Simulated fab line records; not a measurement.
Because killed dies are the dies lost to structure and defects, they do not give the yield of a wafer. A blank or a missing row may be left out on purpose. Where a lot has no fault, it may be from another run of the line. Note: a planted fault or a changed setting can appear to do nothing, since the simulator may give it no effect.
Which of the tools did it?    flow rit cmos    at 1 step of a route of 202, 14 lots with 42 wafers sampled

WHAT EACH GAUGE READ, for each wafer
No reading from a measuring or inspecting step in the record can be judged against a usual standard deviation.

EACH LOT AND THE TOOL THAT RAN IT (in order: tool; ch and the chambers of the sampled wafers; start)
lot   RIT_GATE_ETCH_19
L430  rie si-02 ch 0,2, day 2 12:32
L433  rie si-01 ch 2,3, day 3 05:29
L434  rie si-02 ch 2,3, day 3 09:29
L435  rie si-01 ch 0,1,3, day 3 13:42
L437  rie si-01 ch 0,1,2, day 4 04:22
L438  rie si-02 ch 2,3, day 4 06:34
L439  rie si-01 ch 0,3, day 4 09:54
L440  rie si-02 ch 0,1,2, day 4 15:50
L441  rie si-01 ch 1,3, day 4 21:19
L442  rie si-02 ch 1,2,3, day 5 02:20
L443  rie si-01 ch 0,3, day 5 11:07
L444  rie si-02 ch 0,2,3, day 5 13:19
L447  rie si-01 ch 0,2, day 6 06:19
L449  rie si-01 ch 0,1, day 6 13:49
- RIT_GATE_ETCH_19: etches poly-Si in SF6/CHF3/O2, stops on SiO2, time 165 s, target depth 312.5 nm.

WHAT THE TOOLS THEMSELVES READ (means of the sampled wafers that have a number; where no wafer has one, the mark that the record gives instead)
RIT_GATE_ETCH_19.
lot   tool       drypump motor current A (A)  oes product au (a.u.)  throttle valve pct (%)
L430  rie si-02  5.8                          0.853                  10.28
L433  rie si-01  5.9                          0.854                  10.14
L434  rie si-02  5.6                          0.842                  10.36
L435  rie si-01  5.4                          0.835                  10.30
L437  rie si-01  5.5                          0.854                  10.23
L438  rie si-02  5.4                          0.848                  10.32
L439  rie si-01  5.4                          0.848                  10.29
L440  rie si-02  5.9                          0.840                  10.24
L441  rie si-01  5.5                          0.827                  10.34
L442  rie si-02  5.7                          0.840                  10.25
L443  rie si-01  5.2                          0.853                  10.27
L444  rie si-02  5.6                          0.835                  10.30
L447  rie si-01  5.6                          0.820                  10.13
L449  rie si-01  5.1                          0.810                  10.29

THE ANSWER, worked out from the rows above alone
Rule: usual is defined by the lots themselves. Put in order of their means at a reading, lots are off if they are a third of the lots or fewer, leave a main group of 4 or more, and stand apart from it by a gap of 3 or more times the standard deviation of the main group's means; of several such gaps the widest counts. If all means in a main group match to the digits the tables above print for the reading, that group is not used. Also off: a lot with no number at a reading for which 4 or more lots have one. The other lots that the step has rows for count as sound. Order of review: gauges by route order, followed by the tools' own readings, for which a lot's mean as printed above is used. At the first step where some lot is off, the reading lying furthest off is the one used; lots without a number count as furthest.
No lot is off on any of the readings shown, so nothing can be concluded from this.

WHAT WAS PUT IN BY THE SIMULATOR
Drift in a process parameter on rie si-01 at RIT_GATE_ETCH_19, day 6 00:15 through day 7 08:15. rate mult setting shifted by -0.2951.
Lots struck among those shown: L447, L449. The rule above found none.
